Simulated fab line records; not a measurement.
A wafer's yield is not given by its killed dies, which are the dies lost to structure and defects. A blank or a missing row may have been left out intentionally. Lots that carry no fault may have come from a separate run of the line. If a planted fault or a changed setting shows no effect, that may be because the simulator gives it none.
Split-lot experiment / flow berkeley cmos170 / 23 wafers read from 5 lots, route of 331 steps

THE SPLIT
At UCB170_M3_METAL_ETCH_18 (etches Al in Cl2/BCl3, stops on SiO2, target depth 1170 nm, time 195 s), the setting time s was moved away from the recipe's 195 s on 8 of the 23 wafers read, by -14.2% to +7.2%. For the rest of the wafers, this setting stayed at what the recipe calls for.

Between the split and the reading, the file records no step.

THE READING
oes product au, in a.u., at UCB170_M3_STRIP_19 (strips in O2). Typical for fault-free wafers on this fab line: 0.536 a.u., with standard deviation 0.011 a.u.

wafer=L075.1; tool, chamber at the split=rie metal-02, 0; time s as run, s=195; against the recipe=recipe; oes product au, a.u.=0.524; against lot-mates on the recipe=-
wafer=L075.2; tool, chamber at the split=rie metal-02, 0; time s as run, s=195; against the recipe=recipe; oes product au, a.u.=0.529; against lot-mates on the recipe=-
wafer=L075.4; tool, chamber at the split=rie metal-02, 0; time s as run, s=167.4; against the recipe=-14.2%; oes product au, a.u.=0.622; against lot-mates on the recipe=+0.096
wafer=L075.5; tool, chamber at the split=rie metal-02, 0; time s as run, s=167.4; against the recipe=-14.2%; oes product au, a.u.=0.633; against lot-mates on the recipe=+0.107
wafer=L075.6; tool, chamber at the split=rie metal-02, 0; time s as run, s=167.4; against the recipe=-14.2%; oes product au, a.u.=0.620; against lot-mates on the recipe=+0.094
wafer=L080.1; tool, chamber at the split=rie metal-02, 0; time s as run, s=195; against the recipe=recipe; oes product au, a.u.=0.527; against lot-mates on the recipe=-
wafer=L080.2; tool, chamber at the split=rie metal-02, 0; time s as run, s=195; against the recipe=recipe; oes product au, a.u.=0.501; against lot-mates on the recipe=-
wafer=L080.4; tool, chamber at the split=rie metal-02, 0; time s as run, s=195; against the recipe=recipe; oes product au, a.u.=0.497; against lot-mates on the recipe=-
wafer=L080.5; tool, chamber at the split=rie metal-02, 0; time s as run, s=195; against the recipe=recipe; oes product au, a.u.=0.520; against lot-mates on the recipe=-
wafer=L080.6; tool, chamber at the split=rie metal-02, 0; time s as run, s=195; against the recipe=recipe; oes product au, a.u.=0.498; against lot-mates on the recipe=-
wafer=L081.1; tool, chamber at the split=rie metal-01, 0; time s as run, s=195; against the recipe=recipe; oes product au, a.u.=0.545; against lot-mates on the recipe=-
wafer=L081.2; tool, chamber at the split=rie metal-01, 1; time s as run, s=195; against the recipe=recipe; oes product au, a.u.=0.552; against lot-mates on the recipe=-
wafer=L081.3; tool, chamber at the split=rie metal-01, 0; time s as run, s=168.7; against the recipe=-13.5%; oes product au, a.u.=0.639; against lot-mates on the recipe=+0.091
wafer=L081.4; tool, chamber at the split=rie metal-01, 1; time s as run, s=168.7; against the recipe=-13.5%; oes product au, a.u.=0.640; against lot-mates on the recipe=+0.092
wafer=L081.5; tool, chamber at the split=rie metal-01, 0; time s as run, s=168.7; against the recipe=-13.5%; oes product au, a.u.=0.647; against lot-mates on the recipe=+0.099
wafer=L083.3; tool, chamber at the split=rie metal-02, 1; time s as run, s=195; against the recipe=recipe; oes product au, a.u.=0.546; against lot-mates on the recipe=-
wafer=L083.4; tool, chamber at the split=rie metal-02, 0; time s as run, s=195; against the recipe=recipe; oes product au, a.u.=0.531; against lot-mates on the recipe=-
wafer=L083.5; tool, chamber at the split=rie metal-02, 0; time s as run, s=195; against the recipe=recipe; oes product au, a.u.=0.530; against lot-mates on the recipe=-
wafer=L085.1; tool, chamber at the split=rie metal-03, 0; time s as run, s=209; against the recipe=+7.2%; oes product au, a.u.=0.485; against lot-mates on the recipe=-0.051
wafer=L085.3; tool, chamber at the split=rie metal-03, 0; time s as run, s=195; against the recipe=recipe; oes product au, a.u.=0.533; against lot-mates on the recipe=-
wafer=L085.4; tool, chamber at the split=rie metal-03, 1; time s as run, s=209; against the recipe=+7.2%; oes product au, a.u.=0.490; against lot-mates on the recipe=-0.046
wafer=L085.5; tool, chamber at the split=rie metal-03, 0; time s as run, s=195; against the recipe=recipe; oes product au, a.u.=0.544; against lot-mates on the recipe=-
wafer=L085.6; tool, chamber at the split=rie metal-03, 1; time s as run, s=195; against the recipe=recipe; oes product au, a.u.=0.532; against lot-mates on the recipe=-

THE FIT
A straight line over all 23 wafers: oes product au changes by -0.00737 a.u. for each +1% of time s; r = -0.96; the points scatter about the line by 0.016 a.u.
The same after taking each lot's own level away (the mean of its wafers on the recipe; 23 wafers): -0.00693 a.u. for each +1%; r = -0.99; scatter 0.0076 a.u.
The reading moves by 0.098 a.u. for the largest change in time s, on that fit.
Measured against the standard deviation above, the lots' own levels, which go from 0.5086 to 0.5485 a.u., span 3.6 times it.
Hence the lot-to-lot level has little effect on the slope; both slopes agree.
Check: with one of the wafers moved furthest among these (-14.2%) left out of the fit, the line predicts +0.0987 a.u. for it against its lot-mates. Against them it came out at +0.0955 a.u.
Tool readings at the split's step, against how far the setting was moved: oes product au r = -0.93.

THE OTHER SPLITS THESE WAFERS WENT THROUGH
Other splits were also applied to these wafers ahead of the reading. Each is held against what the fit with the lots' levels taken away leaves over:
other split on the same wafers=UCB170_M1_SPUTTER_00 time s; wafers away from the commonest value=10; r with oes product au (lot level and that fit taken away)=-0.04
other split on the same wafers=UCB170_M2_SPUTTER_01 power w; wafers away from the commonest value=9; r with oes product au (lot level and that fit taken away)=+0.08
other split on the same wafers=UCB170_M2_SOFTBAKE_11 temp c; wafers away from the commonest value=5; r with oes product au (lot level and that fit taken away)=+0.10

THE WHOLE CHAIN: every reading that the file lists as answering this split, in the file's order
step=UCB170_M3_METAL_ETCH_18; what it does=etches Al in Cl2/BCl3, stops on SiO2, target depth 1170 nm, time 195 s; reading=oes product au; change (the file's fit)=-0.00456 a.u. for each +1% of the setting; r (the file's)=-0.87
step=UCB170_M3_METAL_ETCH_18; what it does=etches Al in Cl2/BCl3, stops on SiO2, target depth 1170 nm, time 195 s; reading=KrF_of_M3_COAT_10.thk nm (the simulator's own value, which no gauge read); change (the file's fit)=-6.86 nm for each +1% of the setting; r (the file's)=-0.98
step=UCB170_M3_STRIP_19; what it does=strips in O2; reading=oes product au; change (the file's fit)=-0.00692 a.u. for each +1% of the setting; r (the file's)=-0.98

FILE'S OWN FIT
oes product au changes by -0.00692 a.u. for each +1% of time s, r = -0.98.
